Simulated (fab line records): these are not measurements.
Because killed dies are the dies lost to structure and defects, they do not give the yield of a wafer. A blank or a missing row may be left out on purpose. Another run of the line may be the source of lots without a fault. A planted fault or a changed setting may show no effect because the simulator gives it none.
fab line records    flow rit_cmos
[record] lots = 5  wafers = 15  last_day = 7
route steps=202 shown NSD@139 PSD@142
lots that met no fault: taken from a fault-free run of the same line
start_h: the number of hours between the record's first day and the start of the first shown wafer of the lot    wait_h: hours elapsed since this lot's preceding step    " the same as in the row above    L1.1+2: a row that stands for several wafers    - no value present, or no start provided    * or withheld: withheld    < > ~ a bound
route shown NAME@n: a module of which the file shows steps, and the number in the route of the first    usual: mean/standard deviation taken from wafers without a fault    same: alike in all rows    chamber/n: place in a boat    sites: the reading at each site    _std_site: their standard deviation    _edge_site: outer sites' mean less inner sites'    radius_mm: how far each site lies from the wafer's centre    mask NAME#n: copy n    behind: the tool/chamber that last shaped the wafer    hold: the reason the lot was held/the length of the hold in hours/how it ended    device: the transistor (n, p or np) that didn't switch    end of line: tests run on the same wafers once the route is complete    a step with no rows: only its recipe    killed: at the first sort, the dies lost to defects and structure; wafer yield is something else    map: a wafer's dies, x killed, . not, _ none there
set.NAME: the setting the step ran with; set.NAME@STEP: the setting that earlier step ran with    model.NAME: the simulator's own value behind a step, which no gauge read
lots seen at some steps along the route; tables by step, rows by wafer
services: a tool's chamber out of use, with start hour (start_h, from the record's first day; less than 0 if before it), hours out, and reason
[[steps]]
[step RIT_NSD_IMPLANT_08]
[recipe] species = P  energy_kev = 25  dose_cm2 = 9.81e+14  tilt_deg = 7
[step RIT_NSD_STRIP_09]
[recipe] chemistry = O2  time_s = 180  resist = NOVOLAK  platen_temp_c = withheld  power_w = 500  pressure_mtorr = 4000  o2_flow_sccm = 4000
[usual] chamber_pressure_mTorr = 4000/3.4  drypump_motor_current_A = 5.5/0.48  run_length_s = 208.1/0.36
lot.wafer  tool             chamber  start_h  wait_h  chamber_pressure_mTorr  drypump_motor_current_A  rf_hours_counter_h  run_length_s
L491.3     plasma_asher-01  0        62.37    0.1     4003                    5.1                      -                   208.4
L491.4     "                1        "        "       3998                    6.0                      -                   207.9
L491.5     "                0        "        "       4006                    5.1                      -                   208.9
L496.4     plasma_asher-04  0        87.09    0.1     4006                    5.0                      -                   208.6
L496.5     "                1        "        "       3999                    6.1                      -                   208.1
L496.6     "                0        "        "       4001                    5.0                      -                   208.3
L500.1     plasma_asher-03  0        106.84   0.1     4010                    5.0                      44                  207.6
L500.3     "                0        "        "       4003                    5.0                      -                   207.7
L500.6     "                0        "        "       3998                    5.0                      -                   207.6
L505.2     plasma_asher-01  1        134.89   0.1     3996                    6.0                      51                  208.5
L505.5     "                1        "        "       3997                    6.0                      -                   208.3
L505.6     "                0        "        "       4004                    5.1                      -                   208.4
L511.2     plasma_asher-03  0        163.35   0.1     4001                    5.0                      4                   207.8
L511.3     "                1        "        "       4001                    6.0                      -                   207.8
L511.4     "                0        "        "       3991                    5.0                      -                   207.8
[step RIT_NSD_TW_MEAS_10]
[usual] NSD_TW = 3120/24
lot.wafer  tool           chamber  start_h  wait_h  NSD_TW
L491.3     film_metro-04  -        62.50    0.1     3125
L491.4     "              -        "        "       3128
L491.5     "              -        "        "       3132
L496.4     film_metro-02  -        87.24    0.1     3111
L496.5     "              -        "        "       3107
L496.6     "              -        "        "       3109
L500.1     film_metro-01  -        107.01   0.1     3156
L500.3     "              -        "        "       3158
L500.6     "              -        "        "       3153
L505.2     film_metro-04  -        135.08   0.1     3115
L505.5     "              -        "        "       3108
L505.6     "              -        "        "       3103
L511.2     film_metro-02  -        163.54   0.1     3079
L511.3     "              -        "        "       3102
L511.4     "              -        "        "       3086
[step RIT_PSD_HMDS_00]
[recipe] prime_time_s = 60  prime_temp_c = 140
[step RIT_PSD_COAT_01]
[recipe] resist = NOVOLAK  spin_rpm = 3250  resist_thk_nm = 1000
[step RIT_PSD_SOFTBAKE_02]
[recipe] resist = NOVOLAK  temp_c = 90  time_s = 60
[step RIT_PSD_EXPOSE_03]
[recipe] mask_id = M10  na = 0.57  target_cd_nm = 40900  dose_mj = 250
[step RIT_PSD_PEB_04]
[recipe] resist = NOVOLAK  temp_c = withheld  time_s = withheld
[step RIT_PSD_DEVELOP_05]
[recipe] resist = NOVOLAK  develop_time_s = 50  dev_temp_c = 23
[step RIT_PSD_OVL_MEAS_06]
[usual] PSD_OVL = 0.1/1.3
lot.wafer  tool        chamber  start_h  wait_h  PSD_OVL[nm]
L491.3     overlay-02  -        63.40    -       -1.1
L491.4     "           -        "        "       -1.7
L491.5     "           -        "        "       0.3
L496.4     overlay-02  -        88.26    -       -0.5
L496.5     "           -        "        "       -1.3
L496.6     "           -        "        "       -1.8
L500.1     overlay-01  -        107.92   -       -1.0
L500.3     "           -        "        "       -2.3
L500.6     "           -        "        "       0.4
L505.2     overlay-02  -        136.18   -       -0.7
L505.5     "           -        "        "       0.3
L505.6     "           -        "        "       -0.3
L511.2     overlay-01  -        164.57   -       -1.6
L511.3     "           -        "        "       -0.9
L511.4     "           -        "        "       0.1
[step RIT_PSD_HARDBAKE_07]
[recipe] resist = NOVOLAK  temp_c = 140  time_s = 60
[step RIT_PSD_IMPLANT_08]
[recipe] species = BF2  energy_kev = 27  dose_cm2 = 5e+15  tilt_deg = 7
[step RIT_PSD_STRIP_09]
[recipe] chemistry = O2  time_s = 180  resist = NOVOLAK  platen_temp_c = withheld  power_w = 500  pressure_mtorr = 4000  o2_flow_sccm = 4000
[usual] chamber_pressure_mTorr = 4000/3.6  drypump_motor_current_A = 5.5/0.41  run_length_s = 208.1/0.38
lot.wafer  tool             chamber  start_h  wait_h  chamber_pressure_mTorr  drypump_motor_current_A  rf_hours_counter_h  run_length_s  model.NOVOLAK_of_PSD_COAT_01.thk_nm
L491.3     plasma_asher-03  0        63.79    0.1     4000                    5.0                      -                   208.5         0
L491.4     "                1        "        "       3997                    6.0                      -                   207.6         0
L491.5     "                1        "        "       4004                    6.0                      -                   208.0         0
L496.4     plasma_asher-01  1        88.64    0.1     4002                    6.0                      -                   208.1         0
L496.5     "                0        "        "       4000                    5.1                      -                   208.6         0
L496.6     "                1        "        "       4004                    6.0                      -                   207.9         0
L500.1     plasma_asher-03  0        108.26   0.1     3996                    5.0                      45                  117.4         188.3
L500.3     "                0        "        "       4002                    5.0                      -                   117.1         187.4
L500.6     "                1        "        "       3996                    6.0                      -                   117.0         189.4
L505.2     plasma_asher-01  0        136.51   0.1     3999                    5.1                      52                  208.3         0
L505.5     "                1        "        "       4001                    6.0                      -                   207.7         0
L505.6     "                0        "        "       4002                    5.1                      -                   208.2         0
L511.2     plasma_asher-01  0        164.90   0.1     4002                    5.1                      55                  208.9         0
L511.3     "                1        "        "       3999                    5.9                      -                   208.1         0
L511.4     "                0        "        "       4006                    5.1                      -                   208.6         0
[step RIT_PSD_TW_MEAS_10]
[usual] PSD_TW = 3455/27
lot.wafer  tool           chamber  start_h  wait_h  PSD_TW
L491.3     film_metro-04  -        63.92    0.1     3471
L491.4     "              -        "        "       3450
L491.5     "              -        "        "       3437
L496.4     film_metro-01  -        88.78    0.1     3482
L496.5     "              -        "        "       3503
L496.6     "              -        "        "       3494
L500.1     film_metro-04  -        108.43   0.1     3455
L500.3     "              -        "        "       3469
L500.6     "              -        "        "       3470
L505.2     film_metro-02  -        136.69   0.1     3398
L505.5     "              -        "        "       3436
L505.6     "              -        "        "       3403
L511.2     film_metro-04  -        165.08   0.1     3480
L511.3     "              -        "        "       3453
L511.4     "              -        "        "       3459
[[services]]
tool             chamber  start_h  hours  kind
plasma_asher-03  -        108.75   9.0    pm
plasma_asher-03  0        108.75   9.0    vent_cycle
plasma_asher-03  1        108.75   9.0    vent_cycle
plasma_asher-01  -        115.41   1.7    repair
plasma_asher-03  0        117.75   -      clean
plasma_asher-03  1        117.75   -      clean
plasma_asher-04  -        119.81   1.1    repair
plasma_asher-03  -        129.50   4.1    repair
plasma_asher-03  -        135.38   6.6    repair
[[key]]
[first_sign] step = RIT_PSD_STRIP_09  reading = run_length_s  direction = down  sigmas = 99+  usual = *  struck = *
effect none on later readings
[model_effect] step = RIT_PSD_STRIP_09  value = NOVOLAK_of_PSD_COAT_01.thk_nm  without = 0  struck = 188.4
met_at RIT_PSD_STRIP_09
struck_wafers L500.1,L500.3,L500.6
later_rows_left_out L500.1,L500.3,L500.6
sort_left_out L500.1,L500.3,L500.6
tester_left_out L500
onset_between 63.79 108.26
[fault] kind = strip_aborted  tool = plasma_asher-03  chamber = -  onset_h = 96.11  steps = RIT_PSD_STRIP_09  offset = 0.35  end_h = 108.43
// tester_left_out: of these lots the tester's yield and bins aren't shown, on N5 and GAA mostly nor the transistor test; their killed dies are dies lost to structure and defects alone, not to doping, threshold or leakage, so they don't give the yield
// sort_left_out: the simulated sort isn't trusted on such a fault, so these wafers' sort isn't shown, and their yield isn't known
// later_rows_left_out: the simulator's readings of these wafers behind a module that went badly wrong aren't trusted and aren't shown, but for the sort
